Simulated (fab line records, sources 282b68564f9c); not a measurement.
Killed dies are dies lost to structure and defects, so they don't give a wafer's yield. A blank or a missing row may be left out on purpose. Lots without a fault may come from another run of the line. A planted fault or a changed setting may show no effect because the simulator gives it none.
Which tool did it? | flow rit_cmos | 14 lots, 42 wafers sampled, at 2 steps of a route of 202

WHAT THE GAUGES READ, wafer by wafer
The record holds no reading of a measuring or inspecting step that can be judged against a usual standard deviation.

WHICH TOOL RAN EACH LOT (tool, then ch and the chambers of the sampled wafers, then the start)
lot  | RIT_SPACER_ETCHBACK_05            | RIT_M1_PROBE_99
L490 | rie_diel-01 ch 0,2,3, day 2 23:50 | -
L491 | rie_diel-02 ch 1,2,3, day 3 05:49 | -
L492 | rie_diel-02 ch 1,2, day 3 09:37   | -
L493 | rie_diel-01 ch 0,1, day 3 15:28   | -
L494 | rie_diel-02 ch 2,3, day 4 00:57   | -
L501 | rie_diel-02 ch 1,3, day 5 15:19   | prober-01, day 6 02:43
L502 | rie_diel-01 ch 0,1,3, day 5 20:43 | prober-02, day 6 07:38
L503 | rie_diel-02 ch 0,3, day 5 22:35   | prober-01, day 6 09:23
L504 | rie_diel-01 ch 1,2,3, day 6 02:36 | prober-02, day 6 13:40
L508 | rie_diel-01 ch 1,2, day 6 18:58   | prober-01, day 7 06:24
L507 | rie_diel-03 ch 0,2,3, day 7 02:22 | prober-02, day 7 13:20
L509 | rie_diel-01 ch 0,3, day 7 03:48   | prober-01, day 7 14:59
L511 | rie_diel-01 ch 0,3, day 7 17:19   | -
L513 | rie_diel-03 ch 0,3, day 8 01:37   | -
- RIT_SPACER_ETCHBACK_05: etches Si3N4 in SF6/CHF3, stops on SiO2, target depth 250 nm, time 240 s.
- RIT_M1_PROBE_99

WHAT THE TOOLS THEMSELVES READ (means of the sampled wafers that have a number; where no wafer has one, the mark that the record gives instead)
RIT_SPACER_ETCHBACK_05.
lot  | tool        | drypump_motor_current_A (A) | oes_product_au (a.u.) | throttle_valve_pct (%)
L490 | rie_diel-01 | 5.7                         | 0.830                 | 10.26
L491 | rie_diel-02 | 5.9                         | 0.866                 | 10.42
L492 | rie_diel-02 | 5.9                         | 0.874                 | 10.44
L493 | rie_diel-01 | 5.5                         | 0.843                 | 10.44
L494 | rie_diel-02 | 6.2                         | 0.861                 | 10.39
L501 | rie_diel-02 | 5.5                         | 0.733                 | 10.36
L502 | rie_diel-01 | 5.6                         | 0.835                 | 10.28
L503 | rie_diel-02 | 5.6                         | 0.700                 | 10.43
L504 | rie_diel-01 | 5.8                         | 0.838                 | 10.33
L508 | rie_diel-01 | 5.9                         | 0.837                 | 10.48
L507 | rie_diel-03 | 5.6                         | 0.853                 | 10.20
L509 | rie_diel-01 | 5.6                         | 0.842                 | 10.12
L511 | rie_diel-01 | 5.6                         | 0.831                 | 10.11
L513 | rie_diel-03 | 5.9                         | 0.859                 | 10.24

RIT_M1_PROBE_99.
lot  | tool      | killed_at_M0_to_M3 | killed_at_contacts | killed_at_front_end | killed_dies | killed_on_rim | killed_open | killed_short
L501 | prober-01 | 0.0                | 0.0                | 264                 | 264         | 70.0          | 4.0         | 3.3
L502 | prober-02 | 0.0                | 0.0                | 11                  | 11          | 3.3           | 5.0         | 6.0
L503 | prober-01 | 0.0                | 0.0                | 264                 | 264         | 70.0          | 2.3         | 2.7
L504 | prober-02 | 0.0                | 0.0                | 9                   | 9           | 1.7           | 4.0         | 4.7
L508 | prober-01 | 0.0                | 0.0                | 5                   | 5           | 1.3           | 2.7         | 2.3
L507 | prober-02 | 0.0                | 0.3                | 7                   | 7           | 2.0           | 4.0         | 3.3
L509 | prober-01 | 0.0                | 0.0                | 12                  | 12          | 4.0           | 7.0         | 4.7

THE ANSWER, worked out from the rows above alone
Rule: what is usual is taken from the lots themselves. Put in order of their means at a reading, lots are off if they are a third of the lots or fewer, leave a main group of 4 or more, and stand apart from it by a gap of 3 or more times the standard deviation of the main group's means; of several such gaps the widest counts. A main group whose means are all the same, to the digits that the tables above print for the reading, isn't used. A lot without any number at a reading at which 4 lots or more have one is off too. The other lots that the step has rows for count as sound. The gauges are gone through in route order, then the tools' own readings, and for those a lot's mean is taken as printed above. The first step at which some lot is off is used, and at that step the reading that is off furthest; a lot without a number counts as furthest.
Off: L501, L503, at RIT_SPACER_ETCHBACK_05 (oes_product_au). The main group: mean 0.847 a.u., standard deviation 0.014.
A tool fits if, at that step or a process step before it, it ran every lot that is off, and no sound lot after the first of them. One fits: rie_diel-02 at RIT_SPACER_ETCHBACK_05. Its last sound lot is L494 (day 4 00:57), its first lot that is off L501 (day 5 15:19): a fault that began between those two fits.
The tool's own readings at RIT_SPACER_ETCHBACK_05 bear it out: on the lots that are off they differ by more than 5 times the standard deviation of the sound lots' means. oes_product_au reads 0.716 a.u. there against 0.847 a.u. on the sound lots.

WHAT THE SIMULATOR HAD PUT IN
Process parameter drift: rie_diel-02, from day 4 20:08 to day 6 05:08, at RIT_SPACER_ETCHBACK_05. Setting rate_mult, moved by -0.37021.
Lots struck among those shown: L501, L503. The rule above found the same.
